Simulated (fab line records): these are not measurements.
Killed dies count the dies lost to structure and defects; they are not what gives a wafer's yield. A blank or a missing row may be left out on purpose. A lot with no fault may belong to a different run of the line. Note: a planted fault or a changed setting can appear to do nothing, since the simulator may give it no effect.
2 desks, one fault    flow rit cmos    what lay behind the numbers comes last; until then each desk has only its own

== FROM THE METROLOGY DESK ==
Means of the sampled wafers that have a number, per lot and without regard to the tool the lot ran on: this is what the gauges read. Marked OUT: a lot whose mean sits more than 4 standard deviations from the usual mean, which makes it out of limits; the brackets give that distance. Of its 9 readings 7 are shown: those that lie furthest out on some lot.
Columns: A = NRETRO_TW at RIT_NRETRO_TW_MEAS_10, usual 1054; B = PRETRO_TW at RIT_PRETRO_TW_MEAS_10, usual 479; C = FIELD_OXIDE_LEFT_2_THK at RIT_FOX2_THK_MEAS_91, usual 254 nm; D = GATE_POLY_THK at RIT_GATE_THK_MEAS_09, usual 250.2 nm; E = cd nm at RIT_GATE_CD_MEAS_16, usual 150 nm; F = GATE_OVL at RIT_GATE_OVL_MEAS_17, usual -0.9 nm; G = cd nm at RIT_GATE_CD_MEAS_90, usual 150 nm
lot   first seen here  A     B    C    D      E    F     G
L554  day 2 15:40      1058  477  247  248.2  144  -0.6  144
L557  day 3 07:42      1051  480  260  251.0  155  0.1   155
L565  day 5 00:25      1049  478  258  248.1  151  -1.5  151
L567  day 5 06:18      1046  471  249  249.0  152  -0.4  152
L568  day 5 12:08      1066  469  252  250.2  152  -0.5  152
L570  day 5 22:49      1053  476  259  248.9  149  -1.6  148
L576  day 7 01:34      1058  479  241  249.4  152  -1.3  152
Result from this desk: across the 7 lots, nothing is out of limits.

== THE TOOL OWNER'S DESK: implanter-02 ==
The tool's own readings at RIT_PRETRO_IMPLANT_08, given as means over the sampled wafers that have a number, one for each lot that went through this tool. Marked OUT: a lot whose mean sits more than 4 standard deviations from the usual mean, which makes it out of limits; the brackets give that distance.
Columns: A = tilt deg at RIT_PRETRO_IMPLANT_08, usual 7.003 degrees
lot   first seen here  A
L557  day 3 09:11      6.982
L565  day 5 01:48      7.008
L567  day 5 07:46      6.990
L568  day 5 13:31      7.015
Result from this desk: across the 4 lots, nothing is out of limits.

== BROUGHT TOGETHER ==
Nothing out of limits was seen by the metrology desk.
The tool owner's desk saw nothing out of limits.

== WHAT THE SIMULATOR HAD PUT IN ==
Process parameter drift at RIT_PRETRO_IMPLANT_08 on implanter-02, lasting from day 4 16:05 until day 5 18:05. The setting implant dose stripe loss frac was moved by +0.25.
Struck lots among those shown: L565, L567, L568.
